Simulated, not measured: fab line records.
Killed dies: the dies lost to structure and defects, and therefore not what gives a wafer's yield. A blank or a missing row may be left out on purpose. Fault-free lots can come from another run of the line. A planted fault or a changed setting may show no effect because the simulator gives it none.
Commonality check across tools -- flow berkeley cmos170 -- Sample size 15 lots and 45 wafers

## REASON IT WAS OPENED
Of 15 lots, 3 have the reading M1_AL_RS flagged at UCB170_M1_RS_MEAS_01. No-fault wafers: 0.0487 ohm/sq, standard deviation 0.00049.
Rule: a lot is flagged in two cases, either no wafer of it has a number, or all its wafers with numbers fall more than 4 standard deviations from that mean. The rest of the lots are taken to be sound.

lot,measured,on,"M1_AL_RS (ohm/sq), wafer by wafer",flag
L348,day 8 07:48,film metro-01,0.0487 0.0491 0.0488,
L351,day 8 16:07,film metro-02,0.0478 0.0487 0.0486,
L350,day 8 16:58,film metro-03,0.0480 0.0482 0.0488,
L353,day 9 11:15,film metro-02,0.0491 0.0494 0.0496,
L355,day 9 11:34,film metro-02,0.0491 0.0490 0.0486,
L359,day 9 22:09,film metro-02,0.0483 0.0487 0.0486,
L357,day 9 22:20,film metro-03,0.0492 0.0492 0.0491,
L360,day 10 12:10,film metro-01,0.0482 0.0486 0.0488,
L363,day 11 07:34,film metro-03,0.0495 0.0494 0.0485,
L364,day 11 07:55,film metro-02,0.0489 0.0488 0.0481,
L361,day 11 08:23,film metro-03,0.0480 0.0479 0.0477,
L362,day 11 09:29,film metro-02,0.0588 0.0597 0.0598,FLAGGED
L366,day 11 21:54,film metro-01,0.0487 0.0486 0.0492,
L367,day 11 22:37,film metro-01,0.0604 0.0599 0.0600,FLAGGED
L369,day 12 15:11,film metro-03,0.0595 0.0610 0.0606,FLAGGED
The numbers of the flagged lots are 0.0600 ohm/sq on average: +0.0113 ohm/sq against the usual, or +23 standard deviations.

## WHICH TOOL RAN EACH LOT
3 process steps preceding the reading are held in the record, out of 331 steps in the route. Cell contents, in order: the tool; ch with the chambers the sampled wafers went through; the start.
lot,flag,UCB170_SDANNEAL_RTA_00,UCB170_CONTACT_RTA_08,UCB170_M1_SPUTTER_00
L348,,"rtp anneal-02 ch 0, day 8 02:11","rtp anneal-02 ch 0, day 8 05:55","pvd sputter-01, day 8 07:44"
L351,,"rtp anneal-02 ch 0, day 8 08:38","rtp anneal-02 ch 0, day 8 13:53","pvd sputter-04, day 8 16:04"
L350,,"rtp anneal-02 ch 0, day 8 09:09","rtp anneal-02 ch 0, day 8 14:25","pvd sputter-02, day 8 16:54"
L353,,"rtp anneal-02 ch 0, day 9 05:16","rtp anneal-02 ch 0, day 9 09:23","pvd sputter-01, day 9 11:10"
L355,,"rtp anneal-01 ch 0, day 9 05:29","rtp anneal-01 ch 0, day 9 09:23","pvd sputter-01, day 9 11:30"
L359,,"rtp anneal-02 ch 0, day 9 14:44","rtp anneal-02 ch 0, day 9 20:07","pvd sputter-02, day 9 22:04"
L357,,"rtp anneal-01 ch 0, day 9 14:54","rtp anneal-01 ch 0, day 9 20:17","pvd sputter-01, day 9 22:15"
L360,,"rtp anneal-02 ch 0, day 10 05:20","rtp anneal-02 ch 0, day 10 09:47","pvd sputter-04, day 10 12:04"
L363,,"rtp anneal-02 ch 0, day 11 01:55","rtp anneal-01 ch 0, day 11 05:50","pvd sputter-04, day 11 07:27"
L364,,"rtp anneal-01 ch 0, day 11 02:02","rtp anneal-02 ch 0, day 11 06:05","pvd sputter-01, day 11 07:50"
L361,,"rtp anneal-01 ch 0, day 11 01:50","rtp anneal-01 ch 0, day 11 06:29","pvd sputter-02, day 11 08:19"
L362,FLAGGED,"rtp anneal-02 ch 0, day 11 02:18","rtp anneal-02 ch 0, day 11 07:40","pvd sputter-04, day 11 09:25"
L366,,"rtp anneal-01 ch 0, day 11 15:25","rtp anneal-01 ch 0, day 11 19:34","pvd sputter-01, day 11 21:48"
L367,FLAGGED,"rtp anneal-01 ch 0, day 11 15:58","rtp anneal-01 ch 0, day 11 20:01","pvd sputter-04, day 11 22:31"
L369,FLAGGED,"rtp anneal-01 ch 0, day 12 08:17","rtp anneal-02 ch 0, day 12 12:58","pvd sputter-04, day 12 15:08"
What the steps here do:
- UCB170_SDANNEAL_RTA_00: time 10 s.
- UCB170_CONTACT_RTA_08: time 10 s.
- UCB170_M1_SPUTTER_00: material Al, target thk 600 nm, time 80 s.
- UCB170_M1_RS_MEAS_01: measures by four-point-probe.

## FLAGGED OVER TOTAL, TOOL BY TOOL (the gauges that took the reading come last)
step,tool,lots run,flagged,share of the flagged lots,sound lots run after its first flagged lot
UCB170_SDANNEAL_RTA_00,rtp anneal-01,7,2,some,0
UCB170_SDANNEAL_RTA_00,rtp anneal-02,8,1,some,0
UCB170_CONTACT_RTA_08,rtp anneal-01,6,1,some,0
UCB170_CONTACT_RTA_08,rtp anneal-02,9,2,some,0
UCB170_M1_SPUTTER_00,pvd sputter-01,6,0,none,-
UCB170_M1_SPUTTER_00,pvd sputter-02,3,0,none,-
UCB170_M1_SPUTTER_00,pvd sputter-04,6,3,all,0
UCB170_M1_RS_MEAS_01,film metro-01,4,1,some,0
UCB170_M1_RS_MEAS_01,film metro-02,6,1,some,0
UCB170_M1_RS_MEAS_01,film metro-03,5,1,some,0

## WHAT THE TABLE PERMITS
In the table, 1 row covers all flagged lots: pvd sputter-04 at UCB170_M1_SPUTTER_00.
- pvd sputter-04 at UCB170_M1_SPUTTER_00: 3 of its 6 lots flagged. Last sound lot L363 at day 11 07:27, first flagged lot L362 at day 11 09:25; a fault beginning in between fits.
Just one tool remains: pvd sputter-04 at UCB170_M1_SPUTTER_00.

## WHAT THE SIMULATOR HAD INSERTED
Site profile drift: pvd sputter-04, from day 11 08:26 on, at UCB170_M1_SPUTTER_00. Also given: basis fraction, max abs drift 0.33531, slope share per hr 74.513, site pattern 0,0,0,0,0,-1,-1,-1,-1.
Struck lots among those shown: L362, L367, L369. This agrees with what the rule above found.
